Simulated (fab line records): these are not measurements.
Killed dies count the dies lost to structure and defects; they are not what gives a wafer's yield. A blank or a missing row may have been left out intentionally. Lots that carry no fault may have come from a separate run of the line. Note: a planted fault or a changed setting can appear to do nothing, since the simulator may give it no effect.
What tool caused it? + flow berkeley_cmos170 + 7 lots with 21 wafers sampled at 2 steps, on a route of 331 steps

== WHAT EACH GAUGE READ, for each wafer ==
UCB170_V1_OVL_MEAS_13.
| lot  | measured     | on         | V1_OVL (nm)             |
|------|--------------|------------|-------------------------|
| L170 | day 8 23:00  | overlay-02 | 1 -2 3                  |
| L168 | day 8 23:37  | overlay-01 | 188 187 188 183 182 183 |
| L175 | day 9 21:23  | overlay-01 | 180 181 184 175 175 180 |
| L180 | day 10 06:49 | overlay-02 | 5 7 11                  |
| L183 | day 11 15:43 | overlay-02 | 8 5 6                   |
| L186 | day 12 10:46 | overlay-02 | -2 1 0                  |
| L188 | day 12 21:53 | overlay-01 | 6 8 8                   |

== TOOL THAT RAN EACH LOT (tool first, then ch and the chambers of the sampled wafers, then the start) ==
| lot  | UCB170_V1_EXPOSE_09               |
|------|-----------------------------------|
| L170 | krf_scanner-02 ch 0, day 8 22:08  |
| L168 | krf_scanner-01 ch 0, day 8 22:53  |
| L175 | krf_scanner-01 ch 0, day 9 20:17  |
| L180 | krf_scanner-02 ch 0, day 10 05:52 |
| L183 | krf_scanner-02 ch 0, day 11 14:49 |
| L186 | krf_scanner-02 ch 0, day 12 10:17 |
| L188 | krf_scanner-02 ch 0, day 12 21:19 |
- UCB170_V1_EXPOSE_09: exposes mask VIA1, target cd 700 nm.

== THE ANSWER, worked out from the rows above alone ==
Rule: what is usual is taken from the lots themselves. Put in order of their means at a reading, lots are off if they are a third of the lots or fewer, leave a main group of 4 or more, and stand apart from it by a gap of 3 or more times the standard deviation of the main group's means; of several such gaps the widest counts. If all means in a main group match to the digits the tables above print for the reading, that group is not used. A lot without any number at a reading at which 4 lots or more have one is off too. All remaining lots with rows at the step are treated as sound.
Off: L168, L175, seen at UCB170_V1_OVL_MEAS_13 (V1_OVL). The main group has a mean of 4 nm with a standard deviation of 3.4.
If a tool, at a process step before that reading, ran all the lots that are off and no sound lot after the first of them, it fits. Those tools and the gauges at UCB170_V1_OVL_MEAS_13 are tried in the same way. One candidate fits, namely krf_scanner-01 at UCB170_V1_EXPOSE_09. It ran no sound lot before its first lot that is off in this sample, so the start can't be narrowed down.

== WHAT HAD BEEN PUT IN BY THE SIMULATOR ==
Scanner matching overlay: krf_scanner-01, from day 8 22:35 on, at UCB170_V1_EXPOSE_09. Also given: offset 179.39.
Struck lots among those shown: L168, L175. The rule given above showed the same thing.
